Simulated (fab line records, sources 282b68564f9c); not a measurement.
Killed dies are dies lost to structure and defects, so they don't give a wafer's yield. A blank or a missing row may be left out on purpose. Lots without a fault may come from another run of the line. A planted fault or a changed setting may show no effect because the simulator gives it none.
A struck lot beside a sound one | flow rit_cmos | 43 steps out of a route of 202
Sound: wafers L402.1, L402.4, L402.6. Struck: wafers L408.1, L408.5, L408.6. The cause comes at the end.
At each step with rows: each side's tool, then ch and its chambers, then its first start. Under that, the readings that differ: sound wafers | struck wafers | difference of the means | sigmas: that difference in standard deviations of wafers without a fault.
alike: readings whose means differ by less than 2 such deviations, and words and numbers that are the same on both sides. not compared: withheld readings, readings that some wafer has no value for, bounds like >300 that may hide the same value, and numbers for which the record gives no deviation and whose values overlap.
The two part at a step that has a row with sigmas, a row that says differs or no value, or rows on one side only. Numbers that don't overlap but have no deviation are shown without sigmas and don't part them. A reading that every wafer of one side lacks parts them only if that side has two wafers or more.

first, 2 steps without rows for these wafers: RIT_FOX2_CLEAN_02 (cleans in dHF, time 180 s); RIT_FOX2_WET_ETCH_03 (etches Si3N4 in H3PO4, target depth 195 nm, time 2700 s).
RIT_FOX2_THK_MEAS_90:
  sound on film_metro-02, day 2 09:02; struck on film_metro-01, day 3 13:19
  alike: FIELD_OXIDE_LEFT_1_THK
then, 6 steps without rows for these wafers: RIT_NWELL_HMDS_00 (prime time 60 s); RIT_NWELL_COAT_01 (resist thk 1300 nm); RIT_NWELL_SOFTBAKE_02 (time 60 s); RIT_NWELL_EXPOSE_03 (exposes mask M2, target cd 43900 nm); RIT_NWELL_PEB_04; RIT_NWELL_DEVELOP_05 (develop time 68 s).
RIT_NWELL_OVL_MEAS_06:
  sound on overlay-02, day 2 09:58; struck on overlay-01, day 3 14:23
  alike: NWELL_OVL
then, 2 steps without rows for these wafers: RIT_NWELL_HARDBAKE_07 (time 120 s); RIT_NWELL_IMPLANT_08.
RIT_NWELL_STRIP_09: strips in O2, time 180 s.
  sound on plasma_asher-03 ch 0, day 2 10:25; struck on plasma_asher-04 ch 0,1, day 3 14:49
  reading                                    | sound             | struck            | difference | sigmas
  run_length_s (s)                           | 207.4 207.5 208.3 | 72.7 72.4 72.5    | -135.2     | -99 or more
  model.NOVOLAK_of_NWELL_COAT_01.thk_nm (nm) | 0 0 0             | 335.8 334.2 333.5 | +334.5     |
  alike: drypump_motor_current_A
  not compared: rf_hours_counter_h
RIT_NWELL_TW_MEAS_10:
  sound on film_metro-02, day 2 10:35; struck on film_metro-03, day 3 14:59
  alike: NWELL_TW
then, 6 steps without rows for these wafers: RIT_PWELL_HMDS_00 (prime time 60 s); RIT_PWELL_COAT_01 (resist thk 1300 nm); RIT_PWELL_SOFTBAKE_02 (time 60 s); RIT_PWELL_EXPOSE_03 (exposes mask M3, target cd 43700 nm); RIT_PWELL_PEB_04; RIT_PWELL_DEVELOP_05 (develop time 68 s).
RIT_PWELL_OVL_MEAS_06:
  sound on overlay-01, day 2 11:39; struck on overlay-02, day 3 15:56
  alike: PWELL_OVL
then, 2 steps without rows for these wafers: RIT_PWELL_HARDBAKE_07 (time 120 s); RIT_PWELL_IMPLANT_08.
RIT_PWELL_STRIP_09: strips in O2, time 180 s.
  sound on plasma_asher-03 ch 0,1, day 2 12:05; struck on plasma_asher-04 ch 0,1, day 3 16:22
  alike: drypump_motor_current_A, run_length_s
  not compared: rf_hours_counter_h
RIT_PWELL_TW_MEAS_10:
  sound on film_metro-04, day 2 12:16; struck on film_metro-02, day 3 16:32
  alike: PWELL_TW
then, 1 step without rows for these wafers: RIT_WELLDRIVE_ANNEAL_00 (time 14700 s).
RIT_WELLDRIVE_RS_MEAS_01: measures by four-point-probe.
  sound on film_metro-03, day 2 18:20; struck on film_metro-04, day 3 21:41
  alike: NWELL_RS
RIT_WELLDRIVE_RS_MEAS_02: measures by four-point-probe.
  sound on film_metro-03, day 2 18:28; struck on film_metro-04, day 3 21:48
  alike: PWELL_RS
then, 6 steps without rows for these wafers: RIT_NRETRO_HMDS_00 (prime time 60 s); RIT_NRETRO_COAT_01 (resist thk 1300 nm); RIT_NRETRO_SOFTBAKE_02 (time 60 s); RIT_NRETRO_EXPOSE_03 (exposes mask M4, target cd 43900 nm); RIT_NRETRO_PEB_04; RIT_NRETRO_DEVELOP_05 (develop time 68 s).
RIT_NRETRO_OVL_MEAS_06:
  sound on overlay-01, day 2 19:28; struck on overlay-01, day 3 22:56
  alike: NRETRO_OVL
then, 2 steps without rows for these wafers: RIT_NRETRO_HARDBAKE_07 (time 120 s); RIT_NRETRO_IMPLANT_08.
RIT_NRETRO_STRIP_09: strips in O2, time 180 s.
  sound on plasma_asher-02 ch 0,1, day 2 19:54; struck on plasma_asher-02 ch 0,1, day 3 23:22
  alike: drypump_motor_current_A, run_length_s
  not compared: rf_hours_counter_h
RIT_NRETRO_TW_MEAS_10:
  sound on film_metro-03, day 2 20:04; struck on film_metro-04, day 3 23:32
  reading   | sound          | struck   | difference | sigmas
  NRETRO_TW | 1071 1073 1064 | 31 31 31 | -1038      | -94
then, 3 steps without rows for these wafers: RIT_PRETRO_HMDS_00 (prime time 60 s); RIT_PRETRO_COAT_01 (resist thk 1300 nm); RIT_PRETRO_SOFTBAKE_02 (time 60 s).
RIT_PRETRO_TW_MEAS_10:
  sound on film_metro-02, day 2 21:37; struck on film_metro-02, day 4 01:13
  reading   | sound       | struck   | difference | sigmas
  PRETRO_TW | 473 473 470 | 61 64 65 | -409       | -99 or more

WHERE THEY PART
First at RIT_NWELL_STRIP_09; last, within this record, at RIT_PRETRO_TW_MEAS_10.

WHY: what the simulator had put in
Strip aborted: plasma_asher-04, from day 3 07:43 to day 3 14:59, at RIT_NWELL_STRIP_09. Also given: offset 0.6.
